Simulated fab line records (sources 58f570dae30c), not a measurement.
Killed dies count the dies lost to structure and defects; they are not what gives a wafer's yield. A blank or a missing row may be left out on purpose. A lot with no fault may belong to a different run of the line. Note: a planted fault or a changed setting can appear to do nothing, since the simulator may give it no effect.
Which tool did it? -- flow berkeley cmos170 -- Sampling: 7 lots, 21 wafers, 3 of 331 route steps

== WHAT THE GAUGES READ, wafer by wafer ==
UCB170_SDANNEAL_RS_MEAS_02: a four-point-probe measurement.
lot,measured,on,PSD_RS (ohm/sq)
L652,day 8 22:35,film metro-04,76.2 75.8 76.0
L654,day 8 22:17,film metro-02,75.6 75.7 75.6
L658,day 9 09:52,film metro-04,75.1 75.0 75.2
L663,day 10 10:22,film metro-04,81.2 81.2 81.3 81.1 81.4 81.5
L666,day 11 16:17,film metro-04,75.7 76.3 76.0
L669,day 12 01:55,film metro-04,76.0 75.8 75.7
L674,day 13 05:10,film metro-03,75.9 76.0 75.8

== TOOL THAT RAN EACH LOT (tool first, then ch and the chambers of the sampled wafers, then the start) ==
lot,UCB170_PSD_IMPLANT_08,UCB170_PSD_STRIP_09
L652,"implanter-04 ch 0, day 8 19:07","plasma asher-01 ch 1, day 8 19:16"
L654,"implanter-02 ch 0, day 8 18:42","plasma asher-01 ch 0,1, day 8 18:51"
L658,"implanter-01 ch 0, day 9 06:43","plasma asher-02 ch 0,1, day 9 06:50"
L663,"implanter-01 ch 0, day 10 06:54","plasma asher-04 ch 0,1, day 10 07:03"
L666,"implanter-02 ch 0, day 11 13:16","plasma asher-01 ch 1, day 11 13:23"
L669,"implanter-02 ch 0, day 11 21:58","plasma asher-02 ch 0,1, day 11 22:07"
L674,"implanter-02 ch 0, day 13 00:02","plasma asher-02 ch 0,1, day 13 00:09"
- UCB170_PSD_IMPLANT_08
- UCB170_PSD_STRIP_09: strips in O2.

== THE ANSWER, worked out from the rows above alone ==
Rule: the usual values come from the lots themselves. Put in order of their means at a reading, lots are off if they are a third of the lots or fewer, leave a main group of 4 or more, and stand apart from it by a gap of 3 or more times the standard deviation of the main group's means; of several such gaps the widest counts. A main group whose means are all the same, to the digits that the tables above print for the reading, isn't used. A lot without any number at a reading at which 4 lots or more have one is off too. Any other lot the step has rows for is counted as sound.
Off: L663, at UCB170_SDANNEAL_RS_MEAS_02 (PSD_RS). The main group has a mean of 75.7 ohm/sq with a standard deviation of 0.31.
A tool fits if, at a process step before that reading, it ran every lot that is off, and no sound lot after the first of them. The gauges at UCB170_SDANNEAL_RS_MEAS_02 are tried like those tools. This does not decide it: 2 tools fit, namely implanter-01 at UCB170_PSD_IMPLANT_08 and plasma asher-04 at UCB170_PSD_STRIP_09.

== WHAT THE SIMULATOR HAD PUT IN ==
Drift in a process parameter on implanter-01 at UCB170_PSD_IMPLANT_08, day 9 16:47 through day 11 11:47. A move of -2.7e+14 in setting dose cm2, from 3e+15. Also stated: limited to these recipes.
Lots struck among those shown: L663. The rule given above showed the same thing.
